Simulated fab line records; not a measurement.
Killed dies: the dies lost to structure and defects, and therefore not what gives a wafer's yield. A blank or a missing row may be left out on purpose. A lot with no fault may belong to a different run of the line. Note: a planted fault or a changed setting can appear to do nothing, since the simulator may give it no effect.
Split-lot experiment || flow berkeley-cmos170 || route with 331 steps; 5 lots, 23 wafers read

ON THE SPLIT
At UCB170_PWELL_CVD_05 (deposits Si3N4 from SiH2Cl2/NH3, target thk 220 nm, time 3300 s), the setting temp-c was moved away from the recipe's 800 C on 15 of the 23 wafers read, by -3.0% to +2.0%. This setting was run at the recipe's value on the other wafers.

FROM THE SPLIT TO THE READING: what the file shows between them, 4 steps
- UCB170_PWELL_THK_MEAS_06
- UCB170_PWELL_HMDS_07: prime time 60 s
- UCB170_PWELL_COAT_08: resist thk 900 nm
- UCB170_PWELL_DEVELOP_12: develop time 45 s

THE READING
oes-product-au, in a.u., at UCB170_PWELL_ETCH_14 (etches Si3N4 in CH3F/Ar/O2, stops on SiO2, target depth 242 nm, time 151 s). Fault-free wafers of this fab line usually give 0.942 a.u., standard deviation 0.014 a.u.

{"wafer": "L075.1", "tool, chamber at the split": "-, -", "temp-c as run, C": 800, "against the recipe": "recipe", "oes-product-au, a.u.": 0.918, "against lot-mates on the recipe": "-"}
{"wafer": "L075.3", "tool, chamber at the split": "-, -", "temp-c as run, C": 800, "against the recipe": "recipe", "oes-product-au, a.u.": 0.932, "against lot-mates on the recipe": "-"}
{"wafer": "L075.4", "tool, chamber at the split": "-, -", "temp-c as run, C": 800, "against the recipe": "recipe", "oes-product-au, a.u.": 0.957, "against lot-mates on the recipe": "-"}
{"wafer": "L075.5", "tool, chamber at the split": "-, -", "temp-c as run, C": 800, "against the recipe": "recipe", "oes-product-au, a.u.": 0.952, "against lot-mates on the recipe": "-"}
{"wafer": "L075.6", "tool, chamber at the split": "-, -", "temp-c as run, C": 800, "against the recipe": "recipe", "oes-product-au, a.u.": 0.916, "against lot-mates on the recipe": "-"}
{"wafer": "L074.1", "tool, chamber at the split": "-, -", "temp-c as run, C": 776.2, "against the recipe": "-3.0%", "oes-product-au, a.u.": 0.731, "against lot-mates on the recipe": "no lot-mate on the recipe"}
{"wafer": "L074.3", "tool, chamber at the split": "-, -", "temp-c as run, C": 776.2, "against the recipe": "-3.0%", "oes-product-au, a.u.": 0.734, "against lot-mates on the recipe": "no lot-mate on the recipe"}
{"wafer": "L074.4", "tool, chamber at the split": "-, -", "temp-c as run, C": 776.2, "against the recipe": "-3.0%", "oes-product-au, a.u.": 0.721, "against lot-mates on the recipe": "no lot-mate on the recipe"}
{"wafer": "L074.5", "tool, chamber at the split": "-, -", "temp-c as run, C": 776.2, "against the recipe": "-3.0%", "oes-product-au, a.u.": 0.745, "against lot-mates on the recipe": "no lot-mate on the recipe"}
{"wafer": "L074.6", "tool, chamber at the split": "-, -", "temp-c as run, C": 776.2, "against the recipe": "-3.0%", "oes-product-au, a.u.": 0.760, "against lot-mates on the recipe": "no lot-mate on the recipe"}
{"wafer": "L077.1", "tool, chamber at the split": "lpcvd-01, 1", "temp-c as run, C": 800, "against the recipe": "recipe", "oes-product-au, a.u.": 0.929, "against lot-mates on the recipe": "-"}
{"wafer": "L077.2", "tool, chamber at the split": "lpcvd-01, 1", "temp-c as run, C": 800, "against the recipe": "recipe", "oes-product-au, a.u.": 0.943, "against lot-mates on the recipe": "-"}
{"wafer": "L077.6", "tool, chamber at the split": "lpcvd-01, 1", "temp-c as run, C": 800, "against the recipe": "recipe", "oes-product-au, a.u.": 0.942, "against lot-mates on the recipe": "-"}
{"wafer": "L082.1", "tool, chamber at the split": "-, -", "temp-c as run, C": 812.8, "against the recipe": "+1.6%", "oes-product-au, a.u.": 0.998, "against lot-mates on the recipe": "no lot-mate on the recipe"}
{"wafer": "L082.3", "tool, chamber at the split": "-, -", "temp-c as run, C": 812.8, "against the recipe": "+1.6%", "oes-product-au, a.u.": 1.037, "against lot-mates on the recipe": "no lot-mate on the recipe"}
{"wafer": "L082.4", "tool, chamber at the split": "-, -", "temp-c as run, C": 812.8, "against the recipe": "+1.6%", "oes-product-au, a.u.": 0.979, "against lot-mates on the recipe": "no lot-mate on the recipe"}
{"wafer": "L082.5", "tool, chamber at the split": "-, -", "temp-c as run, C": 812.8, "against the recipe": "+1.6%", "oes-product-au, a.u.": 0.990, "against lot-mates on the recipe": "no lot-mate on the recipe"}
{"wafer": "L082.6", "tool, chamber at the split": "-, -", "temp-c as run, C": 812.8, "against the recipe": "+1.6%", "oes-product-au, a.u.": 1.000, "against lot-mates on the recipe": "no lot-mate on the recipe"}
{"wafer": "L085.1", "tool, chamber at the split": "-, -", "temp-c as run, C": 815.8, "against the recipe": "+2.0%", "oes-product-au, a.u.": 0.979, "against lot-mates on the recipe": "no lot-mate on the recipe"}
{"wafer": "L085.2", "tool, chamber at the split": "-, -", "temp-c as run, C": 815.8, "against the recipe": "+2.0%", "oes-product-au, a.u.": 0.977, "against lot-mates on the recipe": "no lot-mate on the recipe"}
{"wafer": "L085.3", "tool, chamber at the split": "-, -", "temp-c as run, C": 815.8, "against the recipe": "+2.0%", "oes-product-au, a.u.": 1.013, "against lot-mates on the recipe": "no lot-mate on the recipe"}
{"wafer": "L085.4", "tool, chamber at the split": "-, -", "temp-c as run, C": 815.8, "against the recipe": "+2.0%", "oes-product-au, a.u.": 1.008, "against lot-mates on the recipe": "no lot-mate on the recipe"}
{"wafer": "L085.6", "tool, chamber at the split": "-, -", "temp-c as run, C": 815.8, "against the recipe": "+2.0%", "oes-product-au, a.u.": 0.994, "against lot-mates on the recipe": "no lot-mate on the recipe"}

THE FIT
A straight line over all 23 wafers: oes-product-au changes by +0.0536 a.u. for each +1% of temp-c; r = +0.97; the points scatter about the line by 0.026 a.u.
Too few moved wafers have a lot-mate on the recipe to fit a line with each lot's own level taken away.

THE WHOLE CHAIN: every reading that the file lists as answering this split, in the file's order
{"step": "UCB170_PWELL_CVD_05", "what it does": "deposits Si3N4 from SiH2Cl2/NH3, target thk 220 nm, time 3300 s", "reading": "Si3N4_of_PWELL_CVD_05.thk-nm (the simulator's own value, which no gauge read)", "change (the file's fit)": "+30.4 nm for each +1% of the setting", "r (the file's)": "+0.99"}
{"step": "UCB170_PWELL_THK_MEAS_06", "what it does": "", "reading": "PWELL_NITRIDE_THK", "change (the file's fit)": "+30.3 for each +1% of the setting", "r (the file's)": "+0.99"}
{"step": "UCB170_PWELL_ETCH_14", "what it does": "etches Si3N4 in CH3F/Ar/O2, stops on SiO2, target depth 242 nm, time 151 s", "reading": "oes-product-au", "change (the file's fit)": "+0.0536 a.u. for each +1% of the setting", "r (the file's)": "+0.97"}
{"step": "UCB170_PWELL_ETCH_14", "what it does": "etches Si3N4 in CH3F/Ar/O2, stops on SiO2, target depth 242 nm, time 151 s", "reading": "etch.depth-nm (the simulator's own value, which no gauge read)", "change (the file's fit)": "+19.3 nm for each +1% of the setting", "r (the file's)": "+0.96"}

THE FILE'S OWN FIT
oes-product-au changes by +0.0536 a.u. for each +1% of temp-c, r = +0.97.
